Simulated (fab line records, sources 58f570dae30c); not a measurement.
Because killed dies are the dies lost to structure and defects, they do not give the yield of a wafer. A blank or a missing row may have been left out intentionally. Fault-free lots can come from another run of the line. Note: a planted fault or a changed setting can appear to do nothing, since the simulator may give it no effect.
8D (eight disciplines) problem report, filled in by code || flow berkeley_cmos170 || the parts of the form that need people (team, actions taken, sign-off) are left out

== 1. WHAT IS WRONG ==
At UCB170_CONTACT_ETCH_17, bias_w averages 105.2 W over 6 wafers from 2 lots, while fault-free wafers read 100.0 W, standard deviation 0.32. That is +16 standard deviations from the usual mean.
The step: etches BARC in N2/H2.
The first sign was on wafer L511.3 at day 10 19:38, on rie_diel-02. The record holds 42 wafers of 14 lots with a number at this step. Rule for "out" (also "out of limits"): further than 4 standard deviations from the usual mean. The other wafers with a number count as sound.

== 2. WHAT IT IS, AND WHAT IT ISN'T ==
{"question": "which readings at this step", "is": "bias_w", "is not": "chamber_pressure_mTorr, drypump_motor_current_A, oes_product_au, throttle_valve_pct"}
{"question": "which lots", "is": "L511, L512", "is not": "L495, L497, L499, L500, L501, L502, L503, L504, L506, L509, L517, L518"}
{"question": "which wafers of those lots", "is": "all that have a number", "is not": "-"}
{"question": "read on which tools", "is": "rie_diel-02", "is not": "rie_diel-01, rie_diel-04"}
{"question": "when", "is": "from day 10 19:38", "is not": "up to then (27 sound wafers); but 9 sound wafers of L509, L517, L518 came after"}

== 3. WHAT RULES OUT EACH SUSPECT ==
Counting: a tool at a process step up to the reading stays a suspect if it ran every lot that is out and no sound lot after the first of them.
- rie_diel-02 at UCB170_CONTACT_ETCH_17 (etches BARC in N2/H2): kept. Every lot that is out went through it, starting with L511 (day 10 19:38), and after that it ran no sound lot; the last sound lot it ran before then is L504 (day 8 22:53). On those wafers its own readings are out: bias_w.
Left after counting: rie_diel-02 at UCB170_CONTACT_ETCH_17.

== 4. THE CAUSE (what the simulator had put in) ==
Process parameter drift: rie_diel-02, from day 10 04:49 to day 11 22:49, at UCB170_CONTACT_ETCH_17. From 100, the setting bias_w moved by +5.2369. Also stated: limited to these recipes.
After counting, this tool was the only one left.

== 5. SEQUENCE OF EFFECTS, ordered by route ==
Rows list readings where the struck wafers' mean (over those with a number) sits beyond 3 standard deviations from the usual. Only readings whose record carries a usual standard deviation are examined. hours: median over the lots of the time between each lot's start at the first step of this table that gives one and its start at this step. sigmas: the change, counted in usual standard deviations.
{"hours": 0, "step": "UCB170_CONTACT_ETCH_17", "reading": "bias_w", "usual": "100.0 W", "on struck wafers": 105.2, "change": "+5.2", "sigmas": "+16"}
The process steps in it:
- UCB170_CONTACT_ETCH_17: etches BARC in N2/H2.

== 6. WHAT WOULD HAVE CAUGHT IT SOONER ==
15 hours passed between the start of the fault at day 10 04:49 and the first reading out of limits in this record, taken at day 10 19:38.
